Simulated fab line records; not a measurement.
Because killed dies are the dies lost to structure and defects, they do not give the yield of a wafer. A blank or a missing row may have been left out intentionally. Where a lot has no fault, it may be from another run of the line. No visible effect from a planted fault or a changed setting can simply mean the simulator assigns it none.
fab line records	flow berkeley-cmos170	part 2 of 2: steps 27 to 35 of 35
record: lots: 5	wafers: 15	last-day: 11
route steps=331 shown V1@260 M2@271 V2@292
lots untouched by any fault: they come from a run of this same line in which no faults occurred
start-h: hours from the record's first day to the start of the lot's first wafer shown	wait-h: how many hours have passed since the lot's step before this one	" unchanged from the row above	L1.1+2: one row covering several wafers at once	- no value, or no start was given	* or withheld: withheld	< > ~ a bound
route shown NAME@n: a module of which the file shows steps, and the number in the route of the first	usual: average and standard deviation across the fault-free wafers	same: alike in all rows	chamber/n: place in a boat	sites: each site's reading	_std_site: standard deviation across them	_edge_site: outer sites' mean less inner sites'	radius-mm: how far each site lies from the wafer's centre	mask NAME#n: copy n	behind: the tool/chamber that last shaped the wafer	hold: reason for holding the lot/hours on hold/outcome of the hold	device: the n, p or np transistor that did not switch	end of line: tests of these same wafers at the route's end	where a step has no rows: the recipe by itself	killed: dies lost to structure and defects at the first sort, not the wafer's yield	map: a wafer's dies, marking killed ones x, the rest . and places with no die _
set.NAME: the run value of the setting; set.NAME@STEP: its run value at that earlier step	model.NAME: the simulator's own value behind a step, which no gauge read
certain route steps with their lots: each step a table, each wafer a row
services: when a tool's chamber went out of use (start-h, in hours from the record's first day, below 0 if earlier), for how many hours, and the reason
== steps ==
step: UCB170_M2_CD_MEAS_15
recipe: target-cd-nm: 700
usual: cd-nm: 700.4/1.5
lot.wafer	tool	chamber	start-h	wait-h	cd-nm
L075.3	cd-sem-01	-	172.97	-	698.4
L075.5	"	-	"	"	698.6
L075.6	"	-	"	"	697.2
L083.1	cd-sem-02	-	209.05	-	702.0
L083.2	"	-	"	"	703.3
L083.3	"	-	"	"	703.1
L084.1	cd-sem-01	-	218.61	-	699.2
L084.3	"	-	"	"	699.2
L084.5	"	-	"	"	699.7
L085.3	cd-sem-02	-	226.18	-	701.0
L085.5	"	-	"	"	700.7
L085.6	"	-	"	"	700.8
L095.2	cd-sem-02	-	267.04	-	698.1
L095.5	"	-	"	"	699.4
L095.6	"	-	"	"	699.3
step: UCB170_M2_OVL_MEAS_16
usual: M2_OVL: 3/4.8
lot.wafer	tool	chamber	start-h	wait-h	M2_OVL[nm]
L075.3	overlay-02	-	173.06	0.1	0
L075.5	"	-	"	"	1
L075.6	"	-	"	"	6
L083.1	overlay-02	-	209.17	0.1	6
L083.2	"	-	"	"	7
L083.3	"	-	"	"	5
L084.1	overlay-01	-	218.73	0.1	5
L084.3	"	-	"	"	3
L084.5	"	-	"	"	6
L085.3	overlay-02	-	226.27	0.1	5
L085.5	"	-	"	"	2
L085.6	"	-	"	"	5
L095.2	overlay-01	-	267.15	0.1	4
L095.5	"	-	"	"	4
L095.6	"	-	"	"	-1
step: UCB170_M2_ETCH_17
recipe: chemistry: N2/H2	target-depth-a: withheld	overetch-a: withheld	target: BARC	time-s: withheld	source-w: 500	bias-w: 100	pressure-mtorr: 30	n2-flow-sccm: 100	h2-flow-sccm: 200
usual: drypump-motor-current-A: 5.8/0.61	oes-product-au: 1.00/0.036	throttle-valve-pct: 13.35/0.16
lot.wafer	tool	chamber	start-h	wait-h	drypump-motor-current-A	oes-product-au	throttle-valve-pct
L075.3	rie-diel-03	2	173.09	0.0	6.6	1.01	13.22
L075.5	"	3	"	"	6.2	1.04	13.53
L075.6	"	0	"	"	6.4	0.96	13.31
L083.1	rie-diel-01	0	209.21	0.0	6.0	0.95	13.37
L083.2	"	2	"	"	6.8	1.05	13.31
L083.3	"	3	"	"	5.7	1.00	13.24
L084.1	rie-diel-01	1	218.77	0.0	5.6	1.03	13.80
L084.3	"	0	"	"	6.0	0.95	13.36
L084.5	"	3	"	"	5.7	1.00	13.24
L085.3	rie-diel-02	0	226.30	0.0	5.4	0.95	13.35
L085.5	"	2	"	"	4.7	0.97	13.30
L085.6	"	3	"	"	5.6	1.01	13.23
L095.2	rie-diel-03	0	267.18	0.0	6.4	0.96	13.30
L095.5	"	1	"	"	6.0	1.03	13.19
L095.6	"	2	"	"	6.6	1.00	13.22
step: UCB170_M2_METAL_ETCH_18
recipe: chemistry: Cl2/BCl3	target: Al	stop-on: SiO2	pressure-mtorr: 12	target-depth-a: 11700	over-etch-frac: 0.3	time-s: 195	icp-w: 600	bias-w: 120	Cl2_flow_sccm: 90	bcl3-flow-sccm: 45
usual: drypump-motor-current-A: 5.4/0.41	he-backside-leak-sccm: 3.4/0.43	oes-product-au: 0.857/0.012	throttle-valve-pct: 24.38/0.16
lot.wafer	tool	chamber	start-h	wait-h	drypump-motor-current-A	he-backside-leak-sccm	oes-product-au	rf-hours-counter-h	throttle-valve-pct
L075.3	rie-metal-01	1	173.19	-	5.4	3.5	0.854	-	24.38
L075.5	"	0	"	"	6.2	3.5	0.850	-	24.26
L075.6	"	1	"	"	5.4	3.5	0.849	-	24.36
L083.1	rie-metal-03	0	209.25	-	4.9	2.9	0.848	3	24.45
L083.2	"	1	"	"	5.5	3.6	0.846	8	24.49
L083.3	"	0	"	"	4.9	3.3	0.870	-	24.46
L084.1	rie-metal-03	1	218.81	-	5.5	3.4	0.832	8	24.50
L084.3	"	1	"	"	5.5	3.5	0.835	-	24.49
L084.5	"	0	"	"	5.0	3.1	0.870	-	24.45
L085.3	rie-metal-03	0	226.40	-	5.0	2.9	0.875	-	24.44
L085.5	"	1	"	"	5.5	3.5	0.849	-	24.49
L085.6	"	0	"	"	5.0	3.1	0.862	-	24.46
L095.2	rie-metal-03	1	267.22	-	5.5	3.7	0.850	10	24.48
L095.5	"	1	"	"	5.5	3.7	0.854	-	24.48
L095.6	"	0	"	"	4.9	3.4	0.857	-	24.46
step: UCB170_M2_STRIP_19
recipe: chemistry: O2	power-w: 400	pressure-mtorr: 3500	platen-temp-c: withheld	o2-flow-sccm: 400	overash-fraction: 0.5
usual: drypump-motor-current-A: 5.5/0.5	oes-product-au: 0.536/0.02
lot.wafer	tool	chamber	start-h	wait-h	drypump-motor-current-A	oes-product-au	rf-hours-counter-h
L075.3	plasma-asher-04	0	173.35	0.1	6.2	0.560	-
L075.5	"	1	"	"	5.8	0.508	-
L075.6	"	0	"	"	6.2	0.555	-
L083.1	plasma-asher-04	1	209.44	0.1	5.8	0.553	12
L083.2	"	0	"	"	6.2	0.520	12
L083.3	"	0	"	"	6.2	0.542	-
L084.1	plasma-asher-02	1	219.00	0.1	5.1	0.500	49
L084.3	"	1	"	"	5.2	0.497	-
L084.5	"	1	"	"	5.1	0.527	-
L085.3	plasma-asher-03	1	226.56	0.1	5.5	0.542	-
L085.5	"	0	"	"	6.2	0.503	-
L085.6	"	1	"	"	5.5	0.554	-
L095.2	plasma-asher-03	0	267.41	0.1	6.2	0.499	48
L095.5	"	1	"	"	5.5	0.511	-
L095.6	"	0	"	"	6.2	0.531	-
step: UCB170_M2_CD_MEAS_90
recipe: target-cd-nm: 700
usual: cd-nm: 702/3.8
lot.wafer	tool	chamber	start-h	wait-h	cd-nm
L075.3	cd-sem-01	-	173.46	0.1	697
L075.5	"	-	"	"	697
L075.6	"	-	"	"	695
L083.1	cd-sem-01	-	209.54	0.1	707
L083.2	"	-	"	"	706
L083.3	"	-	"	"	704
L084.1	cd-sem-02	-	219.10	0.1	700
L084.3	"	-	"	"	701
L084.5	"	-	"	"	702
L085.3	cd-sem-02	-	226.67	0.1	702
L085.5	"	-	"	"	705
L085.6	"	-	"	"	701
L095.2	cd-sem-01	-	267.53	0.1	698
L095.5	"	-	"	"	698
L095.6	"	-	"	"	694
step: UCB170_V2_CVD_00
recipe: material: SiO2	target-thk-nm: 2000	temp-c: 390	precursor: TEOS/O2	time-s: 250	rf-w: 550	pressure-mtorr: 9000
usual: heater-power-w: 269/45
lot.wafer	tool	chamber	start-h	wait-h	heater-power-w
L075.3	pecvd-03	0	173.54	0.1	315
L075.5	"	1	"	"	226
L075.6	"	0	"	"	258
L083.1	pecvd-02	2	209.66	0.1	255
L083.2	"	0	"	"	257
L083.3	"	1	"	"	220
L084.1	pecvd-03	0	219.22	0.1	324
L084.3	"	2	"	"	253
L084.5	"	0	"	"	258
L085.3	pecvd-04	0	226.75	0.1	316
L085.5	"	1	"	"	314
L085.6	"	2	"	"	202
L095.2	pecvd-03	0	267.63	0.1	280
L095.5	"	0	"	"	352
L095.6	"	2	"	"	231
step: UCB170_V2_THK_MEAS_01
recipe: reads: SiO2_of_V2_CVD_00
usual: V2_TEOS_THK: 1988/28
lot.wafer	tool	chamber	start-h	wait-h	V2_TEOS_THK[nm]
L075.3	film-metro-02	-	173.71	0.1	1974
L075.5	"	-	"	"	2018
L075.6	"	-	"	"	2002
L083.1	film-metro-04	-	209.81	0.1	1952
L083.2	"	-	"	"	1949
L083.3	"	-	"	"	1964
L084.1	film-metro-01	-	219.37	0.1	1958
L084.3	"	-	"	"	1957
L084.5	"	-	"	"	1966
L085.3	film-metro-01	-	226.92	0.1	1939
L085.5	"	-	"	"	2036
L085.6	"	-	"	"	2027
L095.2	film-metro-02	-	267.79	0.1	1964
L095.5	"	-	"	"	1997
L095.6	"	-	"	"	2027
step: UCB170_V2_CMP_02
recipe: material: SiO2	down-force-psi: 6	platen-rpm: 60	pad-velocity-m-s: 0.75398
usual: motor-current-A: 15.9/1.7	platen-rpm: 60.00/0.041
lot.wafer	tool	chamber	start-h	wait-h	motor-current-A	platen-rpm
L075.3	cmp-02	3	173.80	0.1	15.5	59.97
L075.6	"	2	"	"	19.4	60.00
L075.5	"	3	"	"	15.1	59.98
L083.3	cmp-01	1	209.87	0.0	13.7	59.97
L083.1	"	3	"	"	16.5	59.99
L083.2	"	0	"	"	17.8	60.01
L084.3	cmp-01	0	219.48	0.1	17.5	60.01
L084.1	"	1	"	"	14.5	60.00
L084.5	"	3	"	"	17.0	60.05
L085.3	cmp-01	0	226.96	0.0	17.7	59.95
L085.5	"	0	"	"	17.8	60.02
L085.6	"	1	"	"	14.3	60.07
L095.2	cmp-01	1	267.84	0.0	13.7	60.00
L095.6	"	1	"	"	13.9	60.06
L095.5	"	2	"	"	14.3	60.00
== services ==
tool	chamber	start-h	hours	kind
cmp-01	-	147.12	0.8	repair
rie-metal-03	-	149.41	1.3	repair
rie-diel-02	2	170.21	5.9	repair
krf-scanner-02	-	170.31	4.0	pm
rie-metal-03	1	170.74	20.7	repair
plasma-asher-02	-	174.93	0.5	repair
rie-metal-03	-	182.28	1.4	pm
rie-diel-02	-	184.64	0.7	repair
wet-bench-02	-	191.31	1.4	repair
pvd-sputter-03	-	203.26	1.6	repair
krf-scanner-02	-	204.08	1.3	pm
krf-scanner-01	-	216.05	0.8	pm
cmp-01	-	220.32	0.5	repair
pecvd-03	2	228.43	5.3	repair
krf-scanner-01	-	234.18	4.3	repair
cmp-01	-	241.94	1.2	repair
krf-scanner-01	-	242.73	0.6	repair
cmp-01	-	243.41	4.0	pm
krf-scanner-02	-	244.21	0.8	pm
krf-scanner-01	-	251.39	1.0	pm
rie-diel-03	0	253.56	4.2	repair
pvd-sputter-03	-	254.48	6.8	repair
cmp-01	-	256.09	3.3	repair
pvd-sputter-03	-	266.65	2.6	repair
